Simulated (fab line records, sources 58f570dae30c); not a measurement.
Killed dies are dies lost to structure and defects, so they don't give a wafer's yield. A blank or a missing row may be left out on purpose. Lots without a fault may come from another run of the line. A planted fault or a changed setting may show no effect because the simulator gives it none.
Which tool did it? | flow berkeley_cmos170 | 14 lots, 42 wafers sampled, at 2 steps of a route of 331

WHAT THE GAUGES READ, wafer by wafer
UCB170_NLDD_OVL_MEAS_07. Usual: NLDD_OVL -1 nm, standard deviation 4.1.
lot  | measured     | on         | NLDD_OVL (nm) | flag
L817 | day 6 19:23  | overlay-01 | 0 -7 -7       |
L816 | day 6 19:35  | overlay-02 | 5 -1 3        |
L819 | day 7 18:21  | overlay-01 | -2 -1 3       |
L818 | day 7 18:53  | overlay-01 | 0 1 0         |
L824 | day 8 21:07  | overlay-01 | -12 -7 -4     |
L823 | day 8 22:16  | overlay-02 | 261 265 258   | OFF
L826 | day 9 01:30  | overlay-01 | 261 271 264   | OFF
L827 | day 9 01:58  | overlay-02 | 258 258 259   | OFF
L828 | day 9 02:49  | overlay-02 | 1 -5 -6       |
L830 | day 10 02:10 | overlay-01 | 4 -5 -2       |
L833 | day 10 10:01 | overlay-02 | -7 -2 -1      |
L831 | day 10 10:17 | overlay-01 | -6 -2 -6      |
L835 | day 11 07:14 | overlay-01 | -2 1 -2       |
L839 | day 11 14:44 | overlay-02 | -4 -5 -1      |

WHICH TOOL RAN EACH LOT (tool, then ch and the chambers of the sampled wafers, then the start)
lot  | UCB170_NLDD_EXPOSE_03
L817 | krf_scanner-01 ch 0, day 6 18:19
L816 | krf_scanner-01 ch 0, day 6 18:43
L819 | krf_scanner-01 ch 0, day 7 17:40
L818 | krf_scanner-01 ch 0, day 7 18:05
L824 | krf_scanner-02 ch 0, day 8 19:53
L823 | krf_scanner-02 ch 0, day 8 21:26
L826 | krf_scanner-02 ch 0, day 9 00:53
L827 | krf_scanner-02 ch 0, day 9 01:16
L828 | krf_scanner-01 ch 0, day 9 01:44
L830 | krf_scanner-01 ch 0, day 10 01:30
L833 | krf_scanner-01 ch 0, day 10 08:58
L831 | krf_scanner-01 ch 0, day 10 09:20
L835 | krf_scanner-01 ch 0, day 11 05:41
L839 | krf_scanner-01 ch 0, day 11 13:47
- UCB170_NLDD_EXPOSE_03: exposes mask NSELECT, target cd 1200 nm.

WHAT THE TOOLS THEMSELVES READ (means of the sampled wafers that have a number; where no wafer has one, the mark that the record gives instead)
The record holds no such reading with a usual standard deviation.

THE ANSWER, worked out from the rows above alone
Rule: a lot is off if the mean of its wafers that have a number lies more than 3 standard deviations from the usual mean. A lot without any number at a reading at which 4 lots or more have one is off too. The other lots that the step has rows for count as sound. The gauges are gone through in route order, then the tools' own readings, and for those a lot's mean is taken as printed above. The first step at which some lot is off is used, and at that step the reading that is off furthest; a lot without a number counts as furthest.
Off: L823, L826, L827, at UCB170_NLDD_OVL_MEAS_07 (NLDD_OVL).
A tool fits if, at a process step before that reading, it ran every lot that is off, and no sound lot after the first of them. The gauges at UCB170_NLDD_OVL_MEAS_07 are tried like those tools. One fits: krf_scanner-02 at UCB170_NLDD_EXPOSE_03. Its last sound lot is L824 (day 8 19:53), its first lot that is off L823 (day 8 21:26): a fault that began between those two fits.

WHAT THE SIMULATOR HAD PUT IN
Scanner matching overlay: krf_scanner-02, from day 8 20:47 on, at UCB170_NLDD_EXPOSE_03. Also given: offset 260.
Lots struck among those shown: L823, L826, L827. The rule above found the same.
